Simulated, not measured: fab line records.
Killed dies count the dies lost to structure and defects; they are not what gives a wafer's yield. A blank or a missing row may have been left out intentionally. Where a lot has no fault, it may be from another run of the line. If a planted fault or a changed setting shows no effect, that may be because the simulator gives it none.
A lot that was struck, set against a sound lot | flow rit-cmos | 43 steps out of a route of 202
Sound: these wafers, L975.1, L975.2, L975.4. Wafers L981.2, L981.5, L981.6 were the ones struck. At the end, the cause is stated.
Each step with rows lists, per side, the tool, then ch with its chambers, then its first start. Under that, the readings that differ: sound wafers | struck wafers | difference of the means | sigmas: that difference in standard deviations of wafers without a fault.
alike: a reading whose means differ by less than 2 such deviations, as well as words and numbers matching on both sides. not compared: withheld readings; readings where some wafer has no value; bounds like >300 that might hide an equal value; numbers whose values overlap and for which the record gives no deviation.
A row with sigmas, a row that says differs or no value, or rows on one side alone: a step with any of these is where the two part. When numbers do not overlap yet have no deviation, they are printed without sigmas and do not part them. A reading missing from all wafers of one side parts the sides only when that side holds two or more wafers.

first, 3 steps without rows for these wafers: RIT_REOX_CLEAN_01 (cleans in dHF, time 30 s); RIT_REOX_CLEAN_02 (cleans in SC2, time 600 s); RIT_REOX_OXIDATION_03 (target thk 25.2 nm, ox time 5580 s).
RIT_REOX_THK_MEAS_04:
  sound: film-metro-04 at day 4 05:43; struck: film-metro-01 at day 5 10:57
  alike: REOX_OXIDE_THK
then, 6 steps without rows for these wafers: RIT_NLDD_HMDS_00 (prime time 60 s); RIT_NLDD_COAT_01 (resist thk 1000 nm); RIT_NLDD_SOFTBAKE_02 (time 60 s); RIT_NLDD_EXPOSE_03 (exposes mask M7, target cd 40700 nm); RIT_NLDD_PEB_04; RIT_NLDD_DEVELOP_05 (develop time 50 s).
RIT_NLDD_OVL_MEAS_06:
  sound: overlay-01 at day 4 06:45; struck: overlay-01 at day 5 11:52
  alike: NLDD_OVL
then, 1 step without rows for these wafers: RIT_NLDD_HARDBAKE_07 (time 60 s).
RIT_NLDD_IMPLANT_08:
  sound on implanter-01 ch 0, day 4 06:56; struck on implanter-02 ch 0, day 5 12:04
  reading                          | sound                         | struck                        | difference | sigmas
  dose-ions-cm2                    | 4.996e+14 4.997e+14 4.997e+14 | 7.306e+14 7.309e+14 7.307e+14 | +2.311e+14 | +99 or more
  end-station-pressure-torr (Torr) | 6.2e-06 6.2e-06 5.7e-06       | 7.4e-06 6e-06 6.8e-06         | +7.0e-07   | +2
  faraday-current-uA               | 1589 1626 1581                | 2352 2295 2350                | +734       | +25
RIT_NLDD_STRIP_09: strips in O2, time 180 s.
  sound on plasma-asher-03 ch 0,1, day 4 07:05; struck on plasma-asher-02 ch 0,1, day 5 12:11
  alike: drypump-motor-current-A
  not compared: rf-hours-counter-h
RIT_NLDD_TW_MEAS_10:
  sound: film-metro-03 at day 4 07:16; struck: film-metro-04 at day 5 12:36
  reading | sound          | struck         | difference | sigmas
  NLDD_TW | 2501 2505 2500 | 2719 2738 2707 | +219       | +7
  not compared: hold
then, 5 steps without rows for these wafers: RIT_PLDD_COAT_01 (resist thk 1000 nm); RIT_PLDD_SOFTBAKE_02 (time 60 s); RIT_PLDD_EXPOSE_03 (exposes mask M8, target cd 40900 nm); RIT_PLDD_PEB_04; RIT_PLDD_DEVELOP_05 (develop time 50 s).
RIT_PLDD_OVL_MEAS_06:
  sound: overlay-02 at day 4 08:20; struck: overlay-02 at day 5 19:14
  alike: PLDD_OVL
then, 2 steps without rows for these wafers: RIT_PLDD_HARDBAKE_07 (time 60 s); RIT_PLDD_IMPLANT_08.
RIT_PLDD_STRIP_09: strips in O2, time 180 s.
  sound on plasma-asher-02 ch 0,1, day 4 08:46; struck on plasma-asher-04 ch 0,1, day 5 21:34
  alike: drypump-motor-current-A
  not compared: rf-hours-counter-h
RIT_PLDD_TW_MEAS_10:
  sound: film-metro-04 at day 4 08:56; struck: film-metro-02 at day 5 21:44
  alike: PLDD_TW
then, 4 steps without rows for these wafers: RIT_SPACER_CLEAN_00 (cleans in SC1, time 600 s); RIT_SPACER_CLEAN_01 (cleans in dHF, time 30 s); RIT_SPACER_CLEAN_02 (cleans in SC2, time 600 s); RIT_SPACER_CVD_03 (deposits Si3N4 from SiH2Cl2/NH3, target thk 250 nm, time 3300 s).
RIT_SPACER_THK_MEAS_04:
  sound: film-metro-01 at day 4 12:17; struck: film-metro-01 at day 6 00:38
  alike: SPACER_NITRIDE_THK
RIT_SPACER_ETCHBACK_05: etches Si3N4 in SF6/CHF3, stops on SiO2, target depth 250 nm, time 240 s.
  sound on rie-diel-04 ch 0,1,3, day 4 12:20; struck on rie-diel-01 ch 0,1,3, day 6 00:41
  alike: drypump-motor-current-A, oes-product-au, throttle-valve-pct
  not compared: rf-hours-counter-h
then, 6 steps without rows for these wafers: RIT_NSD_HMDS_00 (prime time 60 s); RIT_NSD_COAT_01 (resist thk 1000 nm); RIT_NSD_SOFTBAKE_02 (time 60 s); RIT_NSD_EXPOSE_03 (exposes mask M9, target cd 40700 nm); RIT_NSD_PEB_04; RIT_NSD_DEVELOP_05 (develop time 50 s).
RIT_NSD_OVL_MEAS_06:
  sound: overlay-02 at day 4 13:28; struck: overlay-02 at day 6 01:50
  reading      | sound       | struck         | difference | sigmas
  NSD_OVL (nm) | 4.9 3.3 3.5 | -0.2 -1.3 -0.4 | -4.5       | -3
then, 2 steps without rows for these wafers: RIT_NSD_HARDBAKE_07 (time 60 s); RIT_NSD_IMPLANT_08.
RIT_NSD_STRIP_09: strips in O2, time 180 s.
  sound on plasma-asher-01 ch 0,1, day 4 13:49; struck on plasma-asher-04 ch 0,1, day 6 02:13
  alike: drypump-motor-current-A
  not compared: rf-hours-counter-h
RIT_SDANNEAL_RS_MEAS_07: uses a four-point probe to measure.
  sound: film-metro-02 at day 4 16:33; struck: film-metro-04 at day 6 05:32
  reading          | sound             | struck            | difference | sigmas
  NLDD_RS (ohm/sq) | 151.8 151.5 152.0 | 111.8 111.9 111.9 | -39.9      | -67
  not compared: hold
then, 1 step without rows for these wafers: RIT_M1_PROBE_99.

## WHERE THEY PART
First at RIT_NLDD_IMPLANT_08; last, within this record, at RIT_SDANNEAL_RS_MEAS_07.

WHY: what the simulator had put in
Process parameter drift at RIT_NLDD_IMPLANT_08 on implanter-02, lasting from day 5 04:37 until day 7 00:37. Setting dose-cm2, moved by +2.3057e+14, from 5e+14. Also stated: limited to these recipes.
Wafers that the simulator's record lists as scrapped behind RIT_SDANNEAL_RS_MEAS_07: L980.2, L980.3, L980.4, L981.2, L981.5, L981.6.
